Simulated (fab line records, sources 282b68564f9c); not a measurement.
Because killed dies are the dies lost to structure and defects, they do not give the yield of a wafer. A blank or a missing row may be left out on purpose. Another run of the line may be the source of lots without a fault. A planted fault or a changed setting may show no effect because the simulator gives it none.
Check for tools in common :: flow rit cmos :: Sample size 15 lots and 45 wafers

## REASON FOR OPENING
3 of 15 lots carry a flag on the reading SPACER_NITRIDE_THK at RIT_SPACER_THK_MEAS_04. No-fault wafers: 248.5 nm, standard deviation 2.3.
Rule: a lot is flagged when every wafer of it that has a number lies more than 4 standard deviations from that mean, or none has a number. As for the other lots, they are considered sound.

lot: L884
measured: day 2 23:09
on: film metro-02
SPACER_NITRIDE_THK (nm), wafer by wafer: 244.9 246.2 247.8
flag: 

lot: L885
measured: day 3 04:19
on: film metro-01
SPACER_NITRIDE_THK (nm), wafer by wafer: 247.0 247.1 248.9
flag: 

lot: L886
measured: day 3 08:59
on: film metro-02
SPACER_NITRIDE_THK (nm), wafer by wafer: 248.2 248.3 248.4
flag: 

lot: L887
measured: day 3 17:08
on: film metro-01
SPACER_NITRIDE_THK (nm), wafer by wafer: 249.7 251.5 251.3
flag: 

lot: L888
measured: day 3 19:03
on: film metro-01
SPACER_NITRIDE_THK (nm), wafer by wafer: 249.2 248.1 250.9
flag: 

lot: L889
measured: day 4 00:05
on: film metro-03
SPACER_NITRIDE_THK (nm), wafer by wafer: 246.1 247.9 248.8
flag: 

lot: L890
measured: day 4 04:27
on: film metro-03
SPACER_NITRIDE_THK (nm), wafer by wafer: 260.0 260.3 263.5
flag: FLAGGED

lot: L891
measured: day 4 08:18
on: film metro-03
SPACER_NITRIDE_THK (nm), wafer by wafer: 260.7 260.5 258.8
flag: FLAGGED

lot: L892
measured: day 4 13:59
on: film metro-03
SPACER_NITRIDE_THK (nm), wafer by wafer: 261.4 261.6 260.4
flag: FLAGGED

lot: L899
measured: day 6 00:27
on: film metro-03
SPACER_NITRIDE_THK (nm), wafer by wafer: 248.6 247.9 246.0
flag: 

lot: L900
measured: day 6 04:56
on: film metro-03
SPACER_NITRIDE_THK (nm), wafer by wafer: 250.2 249.9 251.5
flag: 

lot: L902
measured: day 6 18:26
on: film metro-02
SPACER_NITRIDE_THK (nm), wafer by wafer: 254.5 252.8 253.7
flag: 

lot: L904
measured: day 7 02:10
on: film metro-03
SPACER_NITRIDE_THK (nm), wafer by wafer: 252.6 249.8 250.9
flag: 

lot: L906
measured: day 7 11:03
on: film metro-01
SPACER_NITRIDE_THK (nm), wafer by wafer: 244.0 247.3 246.7
flag: 

lot: L907
measured: day 7 18:40
on: film metro-02
SPACER_NITRIDE_THK (nm), wafer by wafer: 250.0 249.7 248.7
flag: 
Average over the flagged lots: 260.8 nm; offset from the usual +12.3 nm, equal to +5 standard deviations.

## WHICH TOOL EACH LOT WENT THROUGH
The record keeps 1 process step preceding the reading, out of 202 steps on the route. In each cell: the tool, then ch and the chambers that the sampled wafers went through, then the start.
lot: L884
flag: 
RIT_SPACER_CVD_03: lpcvd-02 ch 0, day 2 21:14

lot: L885
flag: 
RIT_SPACER_CVD_03: lpcvd-02 ch 1, day 3 02:23

lot: L886
flag: 
RIT_SPACER_CVD_03: lpcvd-02 ch 0, day 3 07:03

lot: L887
flag: 
RIT_SPACER_CVD_03: lpcvd-02 ch 1, day 3 15:13

lot: L888
flag: 
RIT_SPACER_CVD_03: lpcvd-02 ch 1, day 3 17:08

lot: L889
flag: 
RIT_SPACER_CVD_03: lpcvd-01 ch 0, day 3 22:10

lot: L890
flag: FLAGGED
RIT_SPACER_CVD_03: lpcvd-02 ch 0, day 4 02:32

lot: L891
flag: FLAGGED
RIT_SPACER_CVD_03: lpcvd-02 ch 0, day 4 06:22

lot: L892
flag: FLAGGED
RIT_SPACER_CVD_03: lpcvd-02 ch 1, day 4 12:04

lot: L899
flag: 
RIT_SPACER_CVD_03: lpcvd-01 ch 0, day 5 22:32

lot: L900
flag: 
RIT_SPACER_CVD_03: lpcvd-01 ch 1, day 6 03:01

lot: L902
flag: 
RIT_SPACER_CVD_03: lpcvd-01 ch 0, day 6 15:33

lot: L904
flag: 
RIT_SPACER_CVD_03: lpcvd-01 ch 1, day 7 00:14

lot: L906
flag: 
RIT_SPACER_CVD_03: lpcvd-02 ch 1, day 7 09:08

lot: L907
flag: 
RIT_SPACER_CVD_03: lpcvd-02 ch 1, day 7 16:45
These steps, and what they do:
- RIT_SPACER_CVD_03: deposits Si3N4 from SiH2Cl2/NH3, target thk 250 nm, time 3300 s.
- RIT_SPACER_THK_MEAS_04

## FLAGGED OVER TOTAL, TOOL BY TOOL (the gauges that took the reading come last)
step: RIT_SPACER_CVD_03
tool: lpcvd-01
lots run: 5
flagged: 0
share of the flagged lots: none
sound lots run after its first flagged lot: -

step: RIT_SPACER_CVD_03
tool: lpcvd-02
lots run: 10
flagged: 3
share of the flagged lots: all
sound lots run after its first flagged lot: 2 (L906,L907)

step: RIT_SPACER_THK_MEAS_04
tool: film metro-01
lots run: 4
flagged: 0
share of the flagged lots: none
sound lots run after its first flagged lot: -

step: RIT_SPACER_THK_MEAS_04
tool: film metro-02
lots run: 4
flagged: 0
share of the flagged lots: none
sound lots run after its first flagged lot: -

step: RIT_SPACER_THK_MEAS_04
tool: film metro-03
lots run: 7
flagged: 3
share of the flagged lots: all
sound lots run after its first flagged lot: 3 (L899,L900,L904)

## WHAT THE TABLE PERMITS
Every flagged lot went through 2 rows of the table: lpcvd-02 at RIT_SPACER_CVD_03 and film metro-03 at RIT_SPACER_THK_MEAS_04.
- lpcvd-02 at RIT_SPACER_CVD_03 ran 10 lots, 3 of them flagged. Sound lots followed the first flagged one (L906, L907) on it, something a lasting fault affecting the whole tool could not allow. Its own readings (pressure mtorr) fall more than 4 standard deviations out on all wafers of the flagged lots.
- film metro-03 at RIT_SPACER_THK_MEAS_04 ran 7 lots, 3 of them flagged. Sound lots followed the first flagged one (L899, L900, L904) on it, something a lasting fault affecting the whole tool could not allow.
Every row of the table either missed a flagged lot or ran a sound lot after the first.

## WHAT HAD BEEN PUT IN BY THE SIMULATOR
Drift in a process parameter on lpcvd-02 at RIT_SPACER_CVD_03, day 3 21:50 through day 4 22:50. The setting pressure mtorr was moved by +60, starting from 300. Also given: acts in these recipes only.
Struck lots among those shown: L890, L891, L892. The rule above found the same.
